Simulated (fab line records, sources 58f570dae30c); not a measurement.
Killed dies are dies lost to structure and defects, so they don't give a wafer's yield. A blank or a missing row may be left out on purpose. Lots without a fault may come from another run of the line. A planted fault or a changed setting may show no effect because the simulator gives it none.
A struck lot beside a sound one | flow berkeley_cmos170 | 15 steps out of a route of 331
Sound: wafers L395.4, L395.5, L395.6. Struck: wafers L398.1, L398.2, L398.5. The cause comes at the end.
At each step with rows: each side's tool, then ch and its chambers, then its first start. Under that, the readings that differ: sound wafers | struck wafers | difference of the means | sigmas: that difference in standard deviations of wafers without a fault.
alike: readings whose means differ by less than 2 such deviations, and words and numbers that are the same on both sides. not compared: withheld readings, readings that some wafer has no value for, bounds like >300 that may hide the same value, and numbers for which the record gives no deviation and whose values overlap.
The two part at a step that has a row with sigmas, a row that says differs or no value, or rows on one side only. Numbers that don't overlap but have no deviation are shown without sigmas and don't part them. A reading that every wafer of one side lacks parts them only if that side has two wafers or more.

first, 1 step without rows for these wafers: UCB170_CONTACT_CLEAN_07 (cleans in SPM, time 600 s).
UCB170_CONTACT_RTA_08: time 10 s.
  sound on rtp_anneal-01 ch 0, day 6 22:51; struck on rtp_anneal-01 ch 0, day 7 17:14
  alike: lamp_power_pct, wafer_temp_C_max
then, 6 steps without rows for these wafers: UCB170_CONTACT_COAT_09; UCB170_CONTACT_COAT_10 (resist thk 900 nm); UCB170_CONTACT_SOFTBAKE_11 (time 60 s); UCB170_CONTACT_EXPOSE_12 (exposes mask CONT, target cd 700 nm); UCB170_CONTACT_PEB_13; UCB170_CONTACT_DEVELOP_14 (develop time 45 s).
UCB170_CONTACT_CD_MEAS_15: target cd 700 nm.
  sound on cd_sem-02, day 7 00:10; struck on cd_sem-01, day 7 18:29
  alike: cd_nm
UCB170_CONTACT_OVL_MEAS_16:
  sound on overlay-01, day 7 00:15; struck on overlay-01, day 7 18:37
  alike: CONTACT_OVL
UCB170_CONTACT_ETCH_17: etches BARC in N2/H2.
  sound on rie_diel-04 ch 0,2,3, day 7 00:16; struck on rie_diel-02 ch 0,1, day 7 18:38
  alike: chamber_pressure_mTorr, drypump_motor_current_A, oes_product_au, throttle_valve_pct
UCB170_CONTACT_ETCH_18: etches PSG in CHF3/CF4/Ar, stops on TiSi2, target depth 840 nm, time 195 s.
  sound on rie_diel-04 ch 0,2,3; struck on rie_diel-02 ch 0,1
  alike: chamber_pressure_mTorr, drypump_motor_current_A, oes_product_au, throttle_valve_pct
  not compared: rf_hours_counter_h
UCB170_CONTACT_STRIP_19: strips in O2.
  sound on plasma_asher-03 ch 0,1, day 7 00:28; struck on plasma_asher-03 ch 0,1, day 7 18:49
  reading               | sound             | struck            | difference | sigmas
  oes_product_au (a.u.) | 0.735 0.724 0.722 | 0.646 0.643 0.647 | -0.082     | -19
  overash_fraction      | 0.5 0.5 0.5       | 0.8 0.8 0.8       | +0.3       |
  alike: chamber_pressure_mTorr, drypump_motor_current_A
  not compared: rf_hours_counter_h
UCB170_CONTACT_CD_MEAS_90: target cd 700 nm.
  sound on cd_sem-01, day 7 00:35; struck on cd_sem-02, day 7 18:55
  alike: cd_nm
UCB170_M3_PROBE_99:
  the record has rows for the struck wafers here (prober-02, day 8 12:55) and none for the sound ones

WHERE THEY PART
First at UCB170_CONTACT_STRIP_19; last, within this record, at UCB170_M3_PROBE_99.

WHY: what the simulator had put in
Process parameter drift: plasma_asher-03, from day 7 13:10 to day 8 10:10, at UCB170_CONTACT_STRIP_19. Setting overash_fraction, moved by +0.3, from 0.5. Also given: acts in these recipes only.
